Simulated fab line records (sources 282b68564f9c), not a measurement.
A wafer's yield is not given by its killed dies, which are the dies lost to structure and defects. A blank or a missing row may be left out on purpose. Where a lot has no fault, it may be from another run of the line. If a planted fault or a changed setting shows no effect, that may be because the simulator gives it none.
Lot-split experiment :: flow rit_cmos :: 23 wafers read across 5 lots, on a route 202 steps long

THE SPLIT ITSELF
At RIT_NSD_IMPLANT_08, the setting energy_kev was moved away from the recipe's 25 on 7 of the 23 wafers read, by -5.4% to +3.4%. All remaining wafers had this setting at the recipe value.

Reading taken at the split's own step.

THE READING
The simulator's own value implant.drp_nm, read by no gauge, in nm at RIT_NSD_IMPLANT_08. The file does not state a usual value for it.

wafer: L074.1
tool, chamber at the split: implanter-04, 0
energy_kev as run: 23.65
against the recipe: -5.4%
implant.drp_nm, nm: 14.35
against lot-mates on the recipe: -0.49

wafer: L074.6
tool, chamber at the split: implanter-04, 0
energy_kev as run: 23.65
against the recipe: -5.4%
implant.drp_nm, nm: 14.35
against lot-mates on the recipe: -0.49

wafer: L074.2
tool, chamber at the split: implanter-04, 0
energy_kev as run: 25
against the recipe: recipe
implant.drp_nm, nm: 14.84
against lot-mates on the recipe: -

wafer: L074.3
tool, chamber at the split: implanter-04, 0
energy_kev as run: 25
against the recipe: recipe
implant.drp_nm, nm: 14.84
against lot-mates on the recipe: -

wafer: L074.4
tool, chamber at the split: implanter-04, 0
energy_kev as run: 25
against the recipe: recipe
implant.drp_nm, nm: 14.84
against lot-mates on the recipe: -

wafer: L076.1
tool, chamber at the split: implanter-03, 0
energy_kev as run: 23.98
against the recipe: -4.1%
implant.drp_nm, nm: 14.47
against lot-mates on the recipe: -0.37

wafer: L076.5
tool, chamber at the split: implanter-03, 0
energy_kev as run: 23.98
against the recipe: -4.1%
implant.drp_nm, nm: 14.47
against lot-mates on the recipe: -0.37

wafer: L076.6
tool, chamber at the split: implanter-03, 0
energy_kev as run: 23.98
against the recipe: -4.1%
implant.drp_nm, nm: 14.47
against lot-mates on the recipe: -0.37

wafer: L076.2
tool, chamber at the split: implanter-03, 0
energy_kev as run: 25
against the recipe: recipe
implant.drp_nm, nm: 14.84
against lot-mates on the recipe: -

wafer: L076.4
tool, chamber at the split: implanter-03, 0
energy_kev as run: 25
against the recipe: recipe
implant.drp_nm, nm: 14.84
against lot-mates on the recipe: -

wafer: L078.1
tool, chamber at the split: implanter-03, 0
energy_kev as run: 25
against the recipe: recipe
implant.drp_nm, nm: 14.84
against lot-mates on the recipe: -

wafer: L078.2
tool, chamber at the split: implanter-03, 0
energy_kev as run: 25
against the recipe: recipe
implant.drp_nm, nm: 14.84
against lot-mates on the recipe: -

wafer: L078.3
tool, chamber at the split: implanter-03, 0
energy_kev as run: 25
against the recipe: recipe
implant.drp_nm, nm: 14.84
against lot-mates on the recipe: -

wafer: L079.1
tool, chamber at the split: implanter-01, 0
energy_kev as run: 25
against the recipe: recipe
implant.drp_nm, nm: 14.84
against lot-mates on the recipe: -

wafer: L079.2
tool, chamber at the split: implanter-01, 0
energy_kev as run: 25
against the recipe: recipe
implant.drp_nm, nm: 14.84
against lot-mates on the recipe: -

wafer: L079.4
tool, chamber at the split: implanter-01, 0
energy_kev as run: 25
against the recipe: recipe
implant.drp_nm, nm: 14.84
against lot-mates on the recipe: -

wafer: L079.5
tool, chamber at the split: implanter-01, 0
energy_kev as run: 25
against the recipe: recipe
implant.drp_nm, nm: 14.84
against lot-mates on the recipe: -

wafer: L079.6
tool, chamber at the split: implanter-01, 0
energy_kev as run: 25
against the recipe: recipe
implant.drp_nm, nm: 14.84
against lot-mates on the recipe: -

wafer: L084.1
tool, chamber at the split: implanter-03, 0
energy_kev as run: 25.85
against the recipe: +3.4%
implant.drp_nm, nm: 15.14
against lot-mates on the recipe: +0.30

wafer: L084.5
tool, chamber at the split: implanter-03, 0
energy_kev as run: 25.85
against the recipe: +3.4%
implant.drp_nm, nm: 15.14
against lot-mates on the recipe: +0.30

wafer: L084.2
tool, chamber at the split: implanter-03, 0
energy_kev as run: 25
against the recipe: recipe
implant.drp_nm, nm: 14.84
against lot-mates on the recipe: -

wafer: L084.4
tool, chamber at the split: implanter-03, 0
energy_kev as run: 25
against the recipe: recipe
implant.drp_nm, nm: 14.84
against lot-mates on the recipe: -

wafer: L084.6
tool, chamber at the split: implanter-03, 0
energy_kev as run: 25
against the recipe: recipe
implant.drp_nm, nm: 14.84
against lot-mates on the recipe: -

THE FIT
A straight line over all 23 wafers: implant.drp_nm changes by +0.0901 nm for each +1% of energy_kev; r = +1.00; the points scatter about the line by 0.0021 nm.
The same after taking each lot's own level away (the mean of its wafers on the recipe; 23 wafers): +0.0901 nm for each +1%; r = +1.00; scatter 0.0021 nm.
On that fit, the largest move of energy_kev shifts the reading by 0.49 nm.
The lots' own levels span 14.840 to 14.840 nm.
So the lot-to-lot level changes the slope little: the two slopes agree.
Check: -0.487 nm against its lot-mates is what the line predicts for one of the wafers moved furthest among these (-5.4%) when that wafer is left out of the fit. Against them it came out at -0.49 nm.

FURTHER SPLITS ON THESE WAFERS
Note: prior to the reading, these wafers also went through further splits. Each is held against what the fit with the lots' levels taken away leaves over:
other split on the same wafers: RIT_GATE_ETCH_19 time_s
wafers away from the commonest value: 10
r with implant.drp_nm (lot level and that fit taken away): +0.13

other split on the same wafers: RIT_SPACER_CVD_03 pressure_mtorr
wafers away from the commonest value: 18
r with implant.drp_nm (lot level and that fit taken away): -0.06

THE WHOLE CHAIN: every reading that the file lists as answering this split, in the file's order
step: RIT_NSD_IMPLANT_08
what it does: 
reading: implant.rp_nm (the simulator's own value, which no gauge read)
change (the file's fit): +0.217 nm for each +1% of the setting
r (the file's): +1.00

step: RIT_NSD_IMPLANT_08
what it does: 
reading: implant.drp_nm (the simulator's own value, which no gauge read)
change (the file's fit): +0.0901 nm for each +1% of the setting
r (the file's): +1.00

FILE'S OWN FIT
implant.drp_nm changes by +0.0901 nm for each +1% of energy_kev, r = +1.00.
